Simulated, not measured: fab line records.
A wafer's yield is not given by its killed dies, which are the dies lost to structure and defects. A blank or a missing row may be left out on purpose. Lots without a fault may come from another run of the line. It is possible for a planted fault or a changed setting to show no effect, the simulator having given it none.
One fault seen from 2 desks -- flow berkeley_cmos170 -- every desk sees just its own numbers, and what lay behind them comes last

## FOR THE TOOL OWNER'S DESK: pecvd-02
The tool's own readings at UCB170_V1_CVD_00 (deposits SiO2 from TEOS/O2, target thk 2000 nm, time 250 s): means of the sampled wafers that have a number, for each lot that ran on this tool. A lot is out of limits, marked OUT, if its mean lies more than 4 standard deviations from the usual mean; the brackets give that distance.
Columns: A = heater_power_w at UCB170_V1_CVD_00, usual 249 W
lot,first seen here,A
L490,day 8 09:29,217
L495,day 9 19:37,224
L504,day 10 23:18,297
L505,day 11 11:58,202
This desk's finding: nothing out of limits on any of the 4 lots.

## METROLOGY DESK
Means of the sampled wafers that have a number, per lot and without regard to the tool the lot ran on: this is what the gauges read. A lot is out of limits, marked OUT, if its mean lies more than 4 standard deviations from the usual mean; the brackets give that distance.
Columns: A = V1_TEOS_THK at UCB170_V1_THK_MEAS_01, usual 2005 nm
lot,first seen here,A
L486,day 6 21:59,1997
L489,day 7 23:43,2006
L490,day 8 09:38,2013
L491,day 8 09:38,1994
L492,day 8 09:39,2025
L494,day 9 10:15,2025
L495,day 9 19:52,1995
L499,day 10 08:14,2014
L500,day 10 08:15,1966
L504,day 10 23:27,2681 (+21) OUT
L505,day 11 12:08,2623 (+19) OUT
L506,day 11 12:08,1996
L507,day 11 23:14,2027
L509,day 12 03:26,1958
This desk's result: L504, L505 out of limits, first on L504 (V1_TEOS_THK at UCB170_V1_THK_MEAS_01), day 10 23:27. In limits: L486, L489, L490, L491, L492, L494, L495, L499, L500, L506, L507, L509.

## BROUGHT TOGETHER
On L504, L505, the metrology desk was in a position to raise an alarm at day 10 23:27.
The desk of the tool owner found nothing out of limits.
Tool owner's desk: L504, L505 on record, inside its limits.
On pecvd-02, each named lot ran UCB170_V1_CVD_00.

## WHAT WAS PUT IN BY THE SIMULATOR
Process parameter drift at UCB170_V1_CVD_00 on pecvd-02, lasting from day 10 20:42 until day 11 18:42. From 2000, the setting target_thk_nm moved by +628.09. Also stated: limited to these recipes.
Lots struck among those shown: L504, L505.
Hours from the fault's start to each desk's first reading out of limits: the metrology desk, 3.
